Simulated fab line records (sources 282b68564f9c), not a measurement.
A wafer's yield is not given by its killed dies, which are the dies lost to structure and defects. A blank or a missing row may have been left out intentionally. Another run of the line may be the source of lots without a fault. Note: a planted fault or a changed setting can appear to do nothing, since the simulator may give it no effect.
Comparing a struck lot with a sound one -- flow ritCmos -- 18 out of 202 route steps
Sound: the wafers L380.2, L380.4, L380.6. Wafers L389.1, L389.2, L389.5 were the ones struck. Last of all comes the cause.
Order at every step that has rows: each side's tool, ch and its chambers, its first start. Under that, the readings that differ: sound wafers -- struck wafers -- difference of the means -- sigmas: that difference in standard deviations of wafers without a fault.
alike: words and numbers the same on both sides, and readings whose means are apart by under 2 such deviations; not compared: readings that were withheld, readings missing a value for some wafer, numbers with overlapping values and no deviation given by the record, and bounds like >300 which may hide the same value.
A row with sigmas, a row that says differs or no value, or rows on one side alone: a step with any of these is where the two part. Numbers that don't overlap but have no deviation are shown without sigmas and don't part them. Lack of a reading on every wafer of one side parts them only where that side has two or more wafers.

RIT_M1_SPUTTER_00: material Al, target thk 400 nm, time 500 s.
  struck on pvdSputter-02, day 5 02:19; sound on pvdSputter-04, day 3 08:38
  alike: throttleValvePct
RIT_M1_RS_MEAS_01: a four-point-probe measurement.
  struck on filmMetro-03, day 5 02:37; sound on filmMetro-02, day 3 08:56
  alike: M1_AL_RS
RIT_M1_THK_MEAS_02: measures by xrf.
  struck on filmMetro-03, day 5 02:44; sound on filmMetro-02, day 3 09:03
  alike: M1_AL_THK
then, 6 steps without rows for these wafers: RIT_M1_HMDS_03 (prime time 60 s); RIT_M1_COAT_04 (resist thk 1300 nm); RIT_M1_SOFTBAKE_05 (time 60 s); RIT_M1_EXPOSE_06 (exposes mask M12, target cd 2600 nm); RIT_M1_PEB_07; RIT_M1_DEVELOP_08 (develop time 68 s).
RIT_M1_CD_MEAS_09 targets a cd of 2600 nm.
  struck on cdSem-01, day 5 03:47; sound on cdSem-01, day 3 10:19
  alike: cdNm
RIT_M1_OVL_MEAS_10:
  struck on overlay-01, day 5 03:55; sound on overlay-02, day 3 10:25
reading,sound,struck,difference,sigmas
M1_OVL (nm),0.1 -1.5 -1.4,1.5 1.6 1.9,+2.6,+2
then, 1 step without rows for these wafers: RIT_M1_HARDBAKE_11 (time 120 s).
RIT_M1_METAL_ETCH_12: etches Al in Cl2/BCl3, stops on SiO2, time 165 s, target depth 600 nm.
  sound on rieMetal-02 ch 0,1, day 3 10:42; struck on rieMetal-02 ch 0,1, day 5 04:12
reading,sound,struck,difference,sigmas
oesProductAu (a.u.),0.775 0.771 0.788,1.004 1.014 1.026,+0.237,+27
runLengthS (s),194.0 193.8 193.2,127.4 127.6 127.6,-66.1,-99 or more
model.NOVOLAK_of_M1_COAT_04.thkNm (nm),799 802.1 812.5,935.4 932.5 930.3,+128.2,
model.M1.featureDepthNm (nm),440.1 434.2 441.6,362.8 374.5 373.6,-68.3,
model.etch.depthNm (nm),406.5 401 408.9,362.8 374.5 373.6,-35.2,
  alike: drypumpMotorCurrentA, throttleValvePct
  not compared: rfHoursCounterH
then, 1 step without rows for these wafers: RIT_M1_STRIP_13 (strips in nmp, time 600 s).
RIT_M1_STRIP_14: strips in O2, time 186.3 s.
  sound on plasmaAsher-03 ch 0, day 3 11:02; struck on plasmaAsher-01 ch 0,1, day 5 04:32
  alike: drypumpMotorCurrentA
  not compared: rfHoursCounterH
RIT_M1_CD_MEAS_90 targets a cd of 2600 nm.
  struck on cdSem-01, day 5 04:43; sound on cdSem-01, day 3 11:14
reading,sound,struck,difference,sigmas
cdNm (nm),2593.3 2594.3 2597.2,2606.8 2607.4 2607.5,+12.3,+4
then, 1 step without rows for these wafers: RIT_M1_ANNEAL_15 (time 1800 s).
RIT_M1_PROBE_99:
  struck on prober-01, day 5 07:02; sound on prober-01, day 3 13:00
reading,sound,struck,difference,sigmas
defectLimitedYield (%),98.5 98.1 98.1,0 1.1 0.4,-98,-81
killed_at_M0_to_M3,0 0 0,258 250 258,+255,+99 or more
killedDies,4 5 5,264 261 263,+258,+81
killedOnRim,0 2 1,70 67 69,+68,+52
sort_bin_5_function (%),1.5 1.5 1.1,99.6 97.0 98.9,+97.1,+99 or more
sortNPass,260 259 259,0 3 1,-258,-81
sortYieldPct (%),98.5 98.1 98.1,0 1.1 0.4,-98,-81
model.etest.tester.sortNPass,260 259 259,0 3 1,-258,
model.etest.tester.sortYieldPct (%),98.48 98.11 98.11,0 1.136 0.3788,-98,
model.etest.tester.sort_bin_5_pct (%),1.515 1.515 1.136,99.62 96.97 98.86,+97.09,
model.etest.nmosNarrow.short,0 0 0,1 1 1,+1,
model.etest.diodePplusComb.overLimit,0 0 0,1 1 1,+1,
model.etest.antennaPoly.short,0 0 0,1 1 1,+1,
model.etest.vpnp.short,0 0 0,1 1 1,+1,
model.etest.retroEdgePmos.overLimit,0 0 0,1 1 1,+1,
  alike: killedAtFrontEnd, killedOpen, killedShort, sort_bin_3_pad_short, sort_bin_6_memory

WHERE THEY PART
At RIT_M1_OVL_MEAS_10 first; at RIT_M1_PROBE_99 last (within this record only).

WHY: the cause the simulator had injected
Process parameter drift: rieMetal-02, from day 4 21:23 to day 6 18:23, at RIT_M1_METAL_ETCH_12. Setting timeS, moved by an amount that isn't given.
